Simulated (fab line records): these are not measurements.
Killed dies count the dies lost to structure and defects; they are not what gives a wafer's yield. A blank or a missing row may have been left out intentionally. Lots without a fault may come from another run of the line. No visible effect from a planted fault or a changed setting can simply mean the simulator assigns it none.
Split-lot study ; flow berkeley_cmos170 ; on a route of 331 steps: 5 lots, 23 wafers read

## THE SPLIT ITSELF
At UCB170_PLDD_COAT_01 (resist thk 900 nm), the setting resist_thk_nm was moved away from the recipe's 900 nm on 8 of the 23 wafers read, by -4.8% to +5.5%. This setting was run at the recipe's value on the other wafers.

The reading comes from the split's own step.

## THE READING
KrF_of_PLDD_COAT_01.thk_nm (the simulator's own value, which no gauge read), in nm, at UCB170_PLDD_COAT_01 (resist thk 900 nm). The file gives no usual value for it. Across the 15 wafers here that went through the recipe, the average is 899.5 nm and the standard deviation 2.3 nm.

wafer;tool, chamber at the split;resist_thk_nm as run, nm;against the recipe;KrF_of_PLDD_COAT_01.thk_nm, nm;against lot-mates on the recipe
L076.1;litho_track-04, 0;900;recipe;896.9;-
L076.6;litho_track-04, 0;900;recipe;896.9;-
L076.2;litho_track-04, 0;949.1;+5.5%;945.5;+48.2
L076.4;litho_track-04, 0;900;recipe;898;-
L076.5;litho_track-04, 0;949.1;+5.5%;946.1;+48.8
L077.1;litho_track-02, 0;869;-3.4%;873.7;-28.8
L077.2;litho_track-02, 0;900;recipe;902.4;-
L077.3;litho_track-02, 0;869;-3.4%;872.8;-29.7
L077.4;litho_track-02, 0;869;-3.4%;872.7;-29.8
L077.6;litho_track-02, 0;900;recipe;902.6;-
L079.1;litho_track-01, 0;856.4;-4.8%;855.4;-43.2
L079.3;litho_track-01, 0;900;recipe;899.8;-
L079.4;litho_track-01, 0;856.4;-4.8%;855;-43.6
L079.5;litho_track-01, 0;900;recipe;897.4;-
L079.6;litho_track-01, 0;856.4;-4.8%;852.9;-45.7
L081.1;litho_track-04, 0;900;recipe;900.9;-
L081.2;litho_track-04, 0;900;recipe;900;-
L081.3;litho_track-04, 0;900;recipe;897.9;-
L081.5;litho_track-04, 0;900;recipe;897.1;-
L081.6;litho_track-04, 0;900;recipe;896.7;-
L083.1;litho_track-04, 0;900;recipe;901.8;-
L083.2;litho_track-04, 0;900;recipe;903.6;-
L083.5;litho_track-04, 0;900;recipe;901.1;-

FIT RESULTS
A straight line over all 23 wafers: KrF_of_PLDD_COAT_01.thk_nm changes by +8.66 nm for each +1% of resist_thk_nm; r = +0.99; the points scatter about the line by 2.7 nm.
The same after taking each lot's own level away (the mean of its wafers on the recipe; 23 wafers): +8.92 nm for each +1%; r = +1.00; scatter 1.2 nm.
On that fit, the largest move of resist_thk_nm shifts the reading by 49 nm.
Measured against the standard deviation above, the lots' own levels, which go from 897.27 to 902.50 nm, span 2.2 times it.
Hence the lot-to-lot level has little effect on the slope; both slopes agree.
Check: for one of the wafers moved furthest among these (+5.5%), held out of the fit, the line's prediction against its lot-mates is +48.9 nm. It came out at +48.2 nm against them.

## THESE WAFERS: OTHER SPLITS
Note: prior to the reading, these wafers also went through further splits. Each is held against what the fit with the lots' levels taken away leaves over:
other split on the same wafers;wafers away from the commonest value;r with KrF_of_PLDD_COAT_01.thk_nm (lot level and that fit taken away)
UCB170_START_OXIDATION_02 ox_time_s;18;+0.00
UCB170_NWELL_IMPLANT_14 energy_kev;8;+0.01
UCB170_ACTIVE_OXIDATION_02 temp_c;10;-0.12
UCB170_PVT_COAT_01 spin_rpm;9;+0.02

## THE WHOLE CHAIN: every reading that the file lists as answering this split, in the file's order
step;what it does;reading;change (the file's fit);r (the file's)
UCB170_PLDD_COAT_01;resist thk 900 nm;KrF_of_PLDD_COAT_01.thk_nm (the simulator's own value, which no gauge read);+8.92 nm for each +1% of the setting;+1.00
UCB170_PLDD_STRIP_10;strips in O2;strip_time_to_endpoint_s;withheld for each +1% of the setting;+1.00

## THE FILE'S OWN FIT
KrF_of_PLDD_COAT_01.thk_nm changes by +8.92 nm for each +1% of resist_thk_nm, r = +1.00.
